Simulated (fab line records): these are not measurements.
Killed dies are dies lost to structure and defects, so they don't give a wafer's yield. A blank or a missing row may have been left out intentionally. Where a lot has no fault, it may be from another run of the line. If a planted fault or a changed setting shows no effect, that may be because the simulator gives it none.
Matching of chambers / flow berkeleyCmos170 / UCB170_GATE_ETCH_15 on rieSi-01: 4 sister chambers
The step etches poly-Si in HBr/Cl2, stops on SiO2, time 56.3 s, target depth 278.2 nm. 14 wafers are shown with their chamber, then 7 later ones without.

WAFERS PAIRED WITH THEIR CHAMBERS
wafer=L240.2; chamber=2; throttleValvePct (%)=26.63; oesProductAu (a.u.)=0.835
wafer=L240.4; chamber=1; throttleValvePct (%)=26.61; oesProductAu (a.u.)=0.853
wafer=L240.5; chamber=2; throttleValvePct (%)=26.64; oesProductAu (a.u.)=0.844
wafer=L242.4; chamber=1; throttleValvePct (%)=26.61; oesProductAu (a.u.)=0.847
wafer=L242.5; chamber=2; throttleValvePct (%)=26.63; oesProductAu (a.u.)=0.826
wafer=L242.6; chamber=0; throttleValvePct (%)=26.39; oesProductAu (a.u.)=0.804
wafer=L247.1; chamber=1; throttleValvePct (%)=26.61; oesProductAu (a.u.)=0.848
wafer=L247.3; chamber=2; throttleValvePct (%)=26.63; oesProductAu (a.u.)=0.832
wafer=L247.6; chamber=0; throttleValvePct (%)=26.42; oesProductAu (a.u.)=0.812
wafer=L249.1; chamber=0; throttleValvePct (%)=26.41; oesProductAu (a.u.)=0.817
wafer=L249.2; chamber=2; throttleValvePct (%)=26.64; oesProductAu (a.u.)=0.835
wafer=L249.6; chamber=3; throttleValvePct (%)=26.63; oesProductAu (a.u.)=0.819
wafer=L253.1; chamber=1; throttleValvePct (%)=26.61; oesProductAu (a.u.)=0.865
wafer=L253.4; chamber=0; throttleValvePct (%)=26.41; oesProductAu (a.u.)=0.809

SIGNATURES, as means of the wafers listed above
reading=throttleValvePct; chamber 0=26.4075; chamber 1=26.6100; chamber 2=26.6340; chamber 3=26.6300; scatter within a chamber=0.00771
reading=oesProductAu; chamber 0=0.81050; chamber 1=0.85325; chamber 2=0.83440; chamber 3=0.81900; scatter within a chamber=0.0068
Rule: a wafer lies at a distance from a chamber equal to the root of the sum of squares, over the readings, of (its reading less the chamber's mean, divided by the reading's scatter). The wafer belongs to the nearest chamber; if the next one is less than 2 further off, it can't be placed. The scatter: the root of (the sum of the squares of (reading less its chamber's mean) over the shown wafers, divided by (wafers less chambers)).

WAFERS WHOSE CHAMBER IS MISSING
wafer=L253.5; throttleValvePct (%)=26.40; oesProductAu (a.u.)=0.814
wafer=L252.1; throttleValvePct (%)=26.60; oesProductAu (a.u.)=0.859
wafer=L252.3; throttleValvePct (%)=26.63; oesProductAu (a.u.)=0.831
wafer=L252.5; throttleValvePct (%)=26.60; oesProductAu (a.u.)=0.820
wafer=L259.2; throttleValvePct (%)=26.64; oesProductAu (a.u.)=0.842
wafer=L259.3; throttleValvePct (%)=26.61; oesProductAu (a.u.)=0.824
wafer=L259.4; throttleValvePct (%)=26.62; oesProductAu (a.u.)=0.849

EACH ONE'S CHAMBER
wafer=L253.5; from the rows above=0; in truth=0
wafer=L252.1; from the rows above=1; in truth=1
wafer=L252.3; from the rows above=can't be placed: 2 or 3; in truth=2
wafer=L252.5; from the rows above=can't be placed: 3 or 2 or 1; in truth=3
wafer=L259.2; from the rows above=2; in truth=2
wafer=L259.3; from the rows above=can't be placed: 3 or 2 or 1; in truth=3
wafer=L259.4; from the rows above=can't be placed: 1 or 2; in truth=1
Correct placement for 3 of the 7. Unplaceable from these rows: 4, with the true chamber sitting among the candidates in 4. Number placed wrongly: 0.
